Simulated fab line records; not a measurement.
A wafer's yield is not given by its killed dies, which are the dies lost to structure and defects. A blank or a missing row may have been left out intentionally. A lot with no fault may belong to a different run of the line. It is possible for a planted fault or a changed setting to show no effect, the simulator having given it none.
One fault seen from 2 desks :: flow rit-cmos :: each desk has only its own numbers; what lay behind them comes last

== TOOL OWNER'S DESK, litho-track-04 ==
At RIT_PLDD_HARDBAKE_07 (time 60 s), the tool's own readings, given per lot that ran on this tool as the mean of the sampled wafers with a number. Marked OUT: a lot whose mean sits more than 4 standard deviations from the usual mean, which makes it out of limits; the brackets give that distance.
Columns: A = chill-plate-temp-C at RIT_PLDD_HARDBAKE_07, usual 22.97 C; B = heater-power-total-W at RIT_PLDD_HARDBAKE_07, usual 62.55 W; C = plate-temp-C at RIT_PLDD_HARDBAKE_07, usual 139.98 C
lot: L779
first seen here: day 2 19:05
A: 22.99
B: 62.57
C: 139.95

lot: L783
first seen here: day 3 14:00
A: 22.96
B: 60.42 (-48) OUT
C: 136.42 (-27) OUT

lot: L784
first seen here: day 3 20:37
A: 23.05
B: 60.47 (-47) OUT
C: 136.41 (-27) OUT

lot: L786
first seen here: day 4 06:42
A: 22.95
B: 60.45 (-48) OUT
C: 136.13 (-30) OUT
This desk's finding: out of limits on L783, L784, L786; first on L783, day 3 14:00 (heater-power-total-W at RIT_PLDD_HARDBAKE_07). Within limits: L779.

== AT THE METROLOGY DESK ==
Lot by lot, what the gauges showed, no matter which tool ran the lot: averages of those sampled wafers that carry a number. Marked OUT: a lot whose mean sits more than 4 standard deviations from the usual mean, which makes it out of limits; the brackets give that distance.
Columns: A = NLDD_OVL at RIT_NLDD_OVL_MEAS_06, usual -0.6 nm; B = NLDD_TW at RIT_NLDD_TW_MEAS_10, usual 2500; C = PLDD_OVL at RIT_PLDD_OVL_MEAS_06, usual -1.6 nm
lot: L779
first seen here: day 2 17:30
A: -1.1
B: 2468
C: -0.0

lot: L783
first seen here: day 3 12:31
A: -0.7
B: 2467
C: -2.8

lot: L784
first seen here: day 3 19:01
A: -0.5
B: 2530
C: -1.4

lot: L786
first seen here: day 4 05:08
A: -1.2
B: 2502
C: -2.3

lot: L792
first seen here: day 5 14:37
A: 0.6
B: 2523
C: -2.1

lot: L793
first seen here: day 5 17:11
A: 1.4
B: 2494
C: -1.1

lot: L798
first seen here: day 6 17:22
A: 1.3
B: 2503
C: -1.8
This desk found nothing out of limits on any of the 7 lots.

== PUT TOGETHER ==
The tool owner's desk had the chance to raise an alarm at day 3 14:00 on L783, L784, L786.
Nothing out of limits was seen by the metrology desk.
The metrology desk holds a record of L783, L784, L786, inside its limits.
All the named lots went through RIT_PLDD_HARDBAKE_07 on litho-track-04.

== WHAT THE SIMULATOR HAD PUT IN ==
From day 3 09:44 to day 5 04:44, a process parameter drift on litho-track-04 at RIT_PLDD_HARDBAKE_07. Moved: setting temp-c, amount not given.
Struck lots among those shown: L783, L784, L786.
Time in hours from fault onset to the first out-of-limits reading at each desk: the tool owner's desk, 4.
